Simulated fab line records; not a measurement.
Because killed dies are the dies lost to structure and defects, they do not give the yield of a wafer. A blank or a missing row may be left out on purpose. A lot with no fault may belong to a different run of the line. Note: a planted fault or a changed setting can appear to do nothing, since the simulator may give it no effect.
Comparing a struck lot with a sound one    flow rit_cmos    45 steps out of a route of 202
Sound: the wafers L436.1, L436.3, L436.5. Wafers L447.2, L447.3, L447.6 were the ones struck. Last of all comes the cause.
Each step with rows lists, per side, the tool, then ch with its chambers, then its first start. Under that, the readings that differ: sound wafers    struck wafers    difference of the means    sigmas: that difference in standard deviations of wafers without a fault.
alike: same words and numbers on both sides, and readings whose means sit less than 2 such deviations apart. not compared: any withheld reading, any reading some wafer has no value for, any bound like >300 that may hide the same value, and any number with overlapping values for which the record gives no deviation.
A row with sigmas, a row that says differs or no value, or rows on one side alone: a step with any of these is where the two part. When numbers do not overlap yet have no deviation, they are printed without sigmas and do not part them. A reading missing from all wafers of one side parts the sides only when that side holds two or more wafers.

first, 1 step without rows for these wafers: RIT_ACTIVE_DEVELOP_10 (develop time 50 s).
RIT_ACTIVE_CD_MEAS_11: the cd target is 1400 nm.
  sound on cd_sem-01, day 1 14:46; struck on cd_sem-02, day 3 21:35
  alike: cd_nm
then, 1 step without rows for these wafers: RIT_ACTIVE_HARDBAKE_12 (time 60 s).
RIT_ACTIVE_ETCH_13: etches Si3N4 in SF6, stops on SiO2, time 210 s, target depth 210 nm.
  sound on rie_diel-03 ch 0,2,3, day 1 15:02; struck on rie_diel-02 ch 2,3, day 3 21:50
reading             sound              struck             difference  sigmas
rf_fwd_power_W (W)  123.3 124.6 124.0  124.7 125.1 124.7  +0.9        +2
  alike: drypump_motor_current_A, oes_product_au, throttle_valve_pct
  not compared: rf_hours_counter_h
RIT_ACTIVE_STRIP_14: strips in O2, time 180 s.
  sound on plasma_asher-02 ch 0, day 1 15:10; struck on plasma_asher-02 ch 0,1, day 3 21:58
  alike: drypump_motor_current_A
  not compared: rf_hours_counter_h
RIT_ACTIVE_CD_MEAS_90: the cd target is 1400 nm.
  sound on cd_sem-02, day 1 15:21; struck on cd_sem-01, day 3 22:10
  alike: cd_nm
then, 4 steps without rows for these wafers: RIT_ACTIVE_CLEAN_15 (cleans in SC1, time 600 s); RIT_ACTIVE_CLEAN_16 (cleans in dHF, time 30 s); RIT_ACTIVE_CLEAN_17 (cleans in SC2, time 600 s); RIT_FOX1_OXIDATION_00 (target thk 350.7 nm, ox time 1130 s).
RIT_FOX1_THK_MEAS_01:
  sound on film_metro-01, day 1 18:20; struck on film_metro-03, day 4 00:26
  alike: FOX1_OXIDE_THK
then, 1 step without rows for these wafers: RIT_FOX1_WET_ETCH_02 (etches SiO2 in BOE, target depth 350 nm, time 390 s).
RIT_FOX2_OXIDATION_00: target thk 350.7 nm, ox time 1130 s.
  sound on furnace-01 ch 0, day 1 19:36; struck on furnace-01 ch 0, day 4 00:35
reading                                      sound                 struck                difference  sigmas
spike_tc_centre_C (C)                        1101.2 1101.7 1101.9  1117.8 1116.2 1116.2  +15.1       +13
spike_tc_load_C (C)                          1127.7 1128.1 1127.6  1142.6 1141.9 1140.7  +13.9       +7
spike_tc_source_C (C)                        1127.5 1127.5 1124.8  1143.3 1144.1 1144.6  +17.4       +9
tube_center_temp_C (C)                       1100 1100.1 1100      1115.1 1114.9 1115.1  +15.0       +99 or more
tube_center_temp_C_max                       1102.7 1102.5 1102.4  1118.0 1117.6 1117.5  +15.2       +34
model.SiO2_of_FOX2_OXIDATION_00.thk_nm (nm)  351.2 349.9 349.7     376.4 381.8 379.1     +28.8       
RIT_FOX2_THK_MEAS_01:
  sound on film_metro-02, day 1 20:55; struck on film_metro-01, day 4 01:55
reading              sound        struck       difference  sigmas
FOX2_OXIDE_THK (nm)  351 350 350  377 382 379  +29         +4
then, 2 steps without rows for these wafers: RIT_FOX2_CLEAN_02 (cleans in dHF, time 180 s); RIT_FOX2_WET_ETCH_03 (etches Si3N4 in H3PO4, target depth 195 nm, time 2700 s).
RIT_FOX2_THK_MEAS_90:
  sound on film_metro-02, day 1 21:56; struck on film_metro-02, day 4 02:52
reading                      sound        struck       difference  sigmas
FIELD_OXIDE_LEFT_1_THK (nm)  324 322 322  349 355 352  +29         +4
then, 6 steps without rows for these wafers: RIT_NWELL_HMDS_00 (prime time 60 s); RIT_NWELL_COAT_01 (resist thk 1300 nm); RIT_NWELL_SOFTBAKE_02 (time 60 s); RIT_NWELL_EXPOSE_03 (exposes mask M2, target cd 43900 nm); RIT_NWELL_PEB_04; RIT_NWELL_DEVELOP_05 (develop time 68 s).
RIT_NWELL_OVL_MEAS_06:
  sound on overlay-01, day 1 23:00; struck on overlay-02, day 4 03:48
  alike: NWELL_OVL
then, 2 steps without rows for these wafers: RIT_NWELL_HARDBAKE_07 (time 120 s); RIT_NWELL_IMPLANT_08.
RIT_NWELL_STRIP_09: strips in O2, time 180 s.
  sound on plasma_asher-04 ch 0,1, day 1 23:26; struck on plasma_asher-01 ch 0,1, day 4 04:14
  alike: drypump_motor_current_A
  not compared: rf_hours_counter_h
RIT_NWELL_TW_MEAS_10:
  sound on film_metro-04, day 1 23:37; struck on film_metro-04, day 4 04:25
  alike: NWELL_TW
then, 6 steps without rows for these wafers: RIT_PWELL_HMDS_00 (prime time 60 s); RIT_PWELL_COAT_01 (resist thk 1300 nm); RIT_PWELL_SOFTBAKE_02 (time 60 s); RIT_PWELL_EXPOSE_03 (exposes mask M3, target cd 43700 nm); RIT_PWELL_PEB_04; RIT_PWELL_DEVELOP_05 (develop time 68 s).
RIT_PWELL_OVL_MEAS_06:
  sound on overlay-02, day 2 00:33; struck on overlay-02, day 4 05:23
reading         sound           struck       difference  sigmas
PWELL_OVL (nm)  -1.9 -1.7 -2.4  2.0 1.2 0.9  +3.4        +2
then, 2 steps without rows for these wafers: RIT_PWELL_HARDBAKE_07 (time 120 s); RIT_PWELL_IMPLANT_08.
RIT_PWELL_STRIP_09: strips in O2, time 180 s.
  sound on plasma_asher-03 ch 1, day 2 00:59; struck on plasma_asher-01 ch 0,1, day 4 05:49
  alike: drypump_motor_current_A
  not compared: rf_hours_counter_h
RIT_PWELL_TW_MEAS_10:
  sound on film_metro-04, day 2 01:10; struck on film_metro-01, day 4 06:00
  alike: PWELL_TW
then, 1 step without rows for these wafers: RIT_WELLDRIVE_ANNEAL_00 (time 14700 s).
RIT_WELLDRIVE_RS_MEAS_01: the measuring method here is four-point-probe.
  sound on film_metro-01, day 2 07:07; struck on film_metro-04, day 4 11:10
  alike: NWELL_RS
RIT_WELLDRIVE_RS_MEAS_02: the measuring method here is four-point-probe.
  sound on film_metro-01, day 2 07:14; struck on film_metro-04, day 4 11:17
  alike: PWELL_RS
RIT_FOX2_THK_MEAS_91:
  sound on film_metro-02, day 2 11:01; struck on film_metro-02, day 4 15:19
reading                      sound        struck       difference  sigmas
FIELD_OXIDE_LEFT_2_THK (nm)  256 254 254  282 288 285  +30         +4
RIT_SILICIDE_WET_ETCH_00: etches SiO2 in BOE, target depth 14 nm, time 15 s.
  sound on wet_bench-01 ch 3, day 3 04:27; struck on wet_bench-01 ch 3, day 5 12:04
reading                                      sound              struck             difference  sigmas
model.SiO2_of_FOX2_OXIDATION_00.thk_nm (nm)  150.1 149.4 149.5  178.3 183.6 180.7  +31.2       
RIT_M1_PROBE_99:
  sound on prober-01, day 3 12:44; struck on prober-01, day 5 19:28
reading                         sound                 struck                difference  sigmas
killed_at_M0_to_M3              0 1 0                 0 0 0                 +0          -4
model.etest.nldd.width_nm (nm)  3183 3171 3188        3147 3147 3153        -32         
model.etest.pwell.rs_ohm_sq     419.3 420.7 415.6     427.9 432.6 421.3     +8.7        
model.etest.field_n.vt_v (V)    34.76 34.52 34.59     38.32 39.05 38.7      +4.07       
model.etest.field_p.vt_v (V)    -12.21 -12.23 -12.28  -12.96 -13.14 -13.01  -0.80       
  alike: killed_at_contacts, killed_at_front_end, killed_dies, killed_open, killed_short
  not compared: model.etest.pldd.width_nm, model.etest.field_p_metal.vt_v

## WHERE THEY PART
At RIT_ACTIVE_ETCH_13 first; at RIT_M1_PROBE_99 last (within this record only).

WHY: the cause the simulator had injected
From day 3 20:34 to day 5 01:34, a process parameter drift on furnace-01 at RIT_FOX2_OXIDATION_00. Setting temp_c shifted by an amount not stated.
